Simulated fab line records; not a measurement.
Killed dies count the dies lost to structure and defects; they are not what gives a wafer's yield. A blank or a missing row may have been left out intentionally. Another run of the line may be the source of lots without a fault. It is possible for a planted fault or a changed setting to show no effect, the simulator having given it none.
One fault seen from 2 desks	flow berkeley_cmos170	what lay behind the numbers comes last; until then each desk has only its own

== FROM THE METROLOGY DESK ==
What the gauges read, lot by lot, whatever tool the lot ran on: means of the sampled wafers that have a number. If a lot's mean is further than 4 standard deviations from the usual mean, the lot is out of limits and carries the mark OUT (the distance appears in the brackets).
Columns: A = SILICIDE_TI_RS at UCB170_SILICIDE_RS_MEAS_02, usual 26.1 ohm/sq; B = M1_AL_RS at UCB170_M1_RS_MEAS_01, usual 0.0485 ohm/sq; C = M1_AL_THK at UCB170_M1_THK_MEAS_02, usual 607 nm; D = cd_nm at UCB170_M1_CD_MEAS_09, usual 699.8 nm; E = M1_OVL at UCB170_M1_OVL_MEAS_10, usual 1 nm
lot	first seen here	A	B	C	D	E
L519	day 6 23:17	26.2	0.0495	598	699.9	0
L521	day 7 09:16	26.2	0.0486	607	699.9	-0
L523	day 8 01:47	26.2	0.0554 (+15) OUT	541 (-9.7) OUT	698.9	3
L527	day 8 14:17	26.1	0.0484	607	700.2	0
L529	day 9 04:41	26.8	0.0486	610	703.1	-1
L530	day 9 05:01	25.6	0.0488	601	699.3	-2
L532	day 9 11:56	26.6	0.0488	614	702.1	12
L534	day 9 19:29	25.5	0.0487	602	699.3	-6
L536	day 10 04:22	26.0	0.0480	616	700.7	-1
L539	day 10 12:25	25.2	0.0481	611	700.3	-5
L535	day 10 12:56	26.4	0.0487	605	698.5	7
L538	day 10 13:03	25.7	0.0485	605	701.0	-9
L541	day 10 20:32	26.0	0.0481	613	699.3	1
Finding of this desk: L523 out of limits, first seen on L523 at day 8 08:41 (M1_AL_RS at UCB170_M1_RS_MEAS_01). L519, L521, L527, L529, L530, L532, L534, L536, L539, L535, L538, L541 stayed within limits.

== THE TOOL OWNER'S DESK: pvd_sputter-01 ==
The tool's own readings at UCB170_M1_SPUTTER_00 (material Al, target thk 600 nm, time 80 s): means of the sampled wafers that have a number, for each lot that ran on this tool. If a lot's mean is further than 4 standard deviations from the usual mean, the lot is out of limits and carries the mark OUT (the distance appears in the brackets).
Columns: A = throttle_valve_pct at UCB170_M1_SPUTTER_00, usual 30.3 %
lot	first seen here	A
L519	day 7 04:22	30.3
L521	day 7 14:06	30.9
L523	day 8 08:34	30.0
Finding of this desk: none of the 3 lots has anything out of limits.

== BROUGHT TOGETHER ==
An alarm was possible from the metrology desk at day 8 08:41, on L523.
The desk of the tool owner found nothing out of limits.
On record at the tool owner's desk: L523, within its limits.
Of the lots named, all ran UCB170_M1_SPUTTER_00 on pvd_sputter-01.

== WHAT WAS PUT IN BY THE SIMULATOR ==
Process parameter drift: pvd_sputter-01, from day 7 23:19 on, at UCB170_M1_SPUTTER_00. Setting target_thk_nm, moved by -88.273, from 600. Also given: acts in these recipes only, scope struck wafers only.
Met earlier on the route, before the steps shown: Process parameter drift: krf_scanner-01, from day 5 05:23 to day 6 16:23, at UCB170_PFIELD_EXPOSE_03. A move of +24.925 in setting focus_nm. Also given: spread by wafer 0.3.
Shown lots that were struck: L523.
Hours from the fault's start to each desk's first reading out of limits: the metrology desk, 9.
